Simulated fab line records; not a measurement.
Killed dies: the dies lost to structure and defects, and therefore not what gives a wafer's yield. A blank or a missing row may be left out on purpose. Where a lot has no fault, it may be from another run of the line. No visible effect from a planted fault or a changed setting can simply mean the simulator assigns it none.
Struck lot and sound lot, side by side | flow rit cmos | 15 steps out of a route of 202
Sound: wafers L888.2, L888.4, L888.6. Struck: wafers L898.2, L898.3, L898.4. The cause is named last.
Order at every step that has rows: each side's tool, ch and its chambers, its first start. Under that, the readings that differ: sound wafers | struck wafers | difference of the means | sigmas: that difference in standard deviations of wafers without a fault.
alike: readings with means less than 2 such deviations apart, plus words and numbers identical on both sides. not compared: withheld readings, readings lacking a value on some wafer, bounds such as >300 that could conceal the same value, and numbers that have no deviation in the record and whose values overlap.
Wherever a step has rows on one side only, a row that says differs or no value, or a row with sigmas, the two part there. Numbers that don't overlap but have no deviation are shown without sigmas and don't part them. Lack of a reading on every wafer of one side parts them only where that side has two or more wafers.

RIT_M1_THK_MEAS_02: measures by xrf.
  sound on film metro-04, day 5 14:29; struck on film metro-02, day 7 13:20
  alike: M1_AL_THK
then, 6 steps without rows for these wafers: RIT_M1_HMDS_03 (prime time 60 s); RIT_M1_COAT_04 (resist thk 1300 nm); RIT_M1_SOFTBAKE_05 (time 60 s); RIT_M1_EXPOSE_06 (exposes mask M12, target cd 2600 nm); RIT_M1_PEB_07; RIT_M1_DEVELOP_08 (develop time 68 s).
RIT_M1_CD_MEAS_09: target cd 2600 nm.
  sound on cd sem-02, day 5 15:34; struck on cd sem-01, day 7 14:17
  alike: cd nm
RIT_M1_OVL_MEAS_10:
  sound on overlay-02, day 5 15:40; struck on overlay-01, day 7 14:24
  alike: M1_OVL
then, 1 step without rows for these wafers: RIT_M1_HARDBAKE_11 (time 120 s).
RIT_M1_METAL_ETCH_12: etches Al in Cl2/BCl3, stops on SiO2, time 165 s, target depth 600 nm.
  sound on rie metal-04 ch 1, day 5 16:08; struck on rie metal-04 ch 0,1, day 7 14:41
  reading               | sound             | struck            | difference | sigmas
  oes product au (a.u.) | 0.752 0.755 0.754 | 0.773 0.778 0.781 | +0.024     | +2
  alike: chamber pressure mTorr, drypump motor current A, throttle valve pct
  not compared: rf hours counter h
then, 1 step without rows for these wafers: RIT_M1_STRIP_13 (strips in nmp, time 600 s).
RIT_M1_STRIP_14: strips in O2, time 180 s.
  sound on plasma asher-03 ch 0,1, day 5 16:37; struck on plasma asher-03 ch 0,1, day 7 15:01
  no value came back on the struck wafers for chamber pressure mTorr (mTorr), drypump motor current A (A), rf refl power W (W); on the sound wafers chamber pressure mTorr (mTorr) reads 3995 4002 3993
  not compared: rf hours counter h
RIT_M1_CD_MEAS_90: target cd 2600 nm.
  sound on cd sem-02, day 5 16:48; struck on cd sem-02, day 7 15:13
  reading    | sound                | struck               | difference | sigmas
  cd nm (nm) | 2602.8 2600.3 2601.9 | 2593.9 2593.6 2597.1 | -6.8       | -2
RIT_M1_PROBE_99:
  sound on prober-02, day 5 18:34; struck on prober-01, day 7 16:59
  reading                  | sound             | struck            | difference | sigmas
  defect limited yield (%) | 94.3 95.1 96.6    | 98.1 98.5 97.0    | +2.5       | +2
  killed at front end      | 15 13 9           | 5 4 8             | -7         | -2
  killed dies              | 15 13 9           | 5 4 8             | -7         | -2
  killed on rim            | 8 4 1             | 0 1 3             | -3         | -2
  killed short             | 8 8 5             | 2 2 4             | -4         | -2
  sort n pass              | 249.0 251.0 255.0 | 259.0 260.0 256.0 | +6.7       | +2
  sort yield pct (%)       | 94.3 95.1 96.6    | 98.1 98.5 97.0    | +2.5       | +2
  alike: killed at contacts, killed open, sort_bin_3_pad_short, sort_bin_5_function, sort_bin_6_memory

WHERE THEY PART
Earliest at RIT_M1_METAL_ETCH_12; latest, in this record, at RIT_M1_PROBE_99.

WHY: what had been put in by the simulator
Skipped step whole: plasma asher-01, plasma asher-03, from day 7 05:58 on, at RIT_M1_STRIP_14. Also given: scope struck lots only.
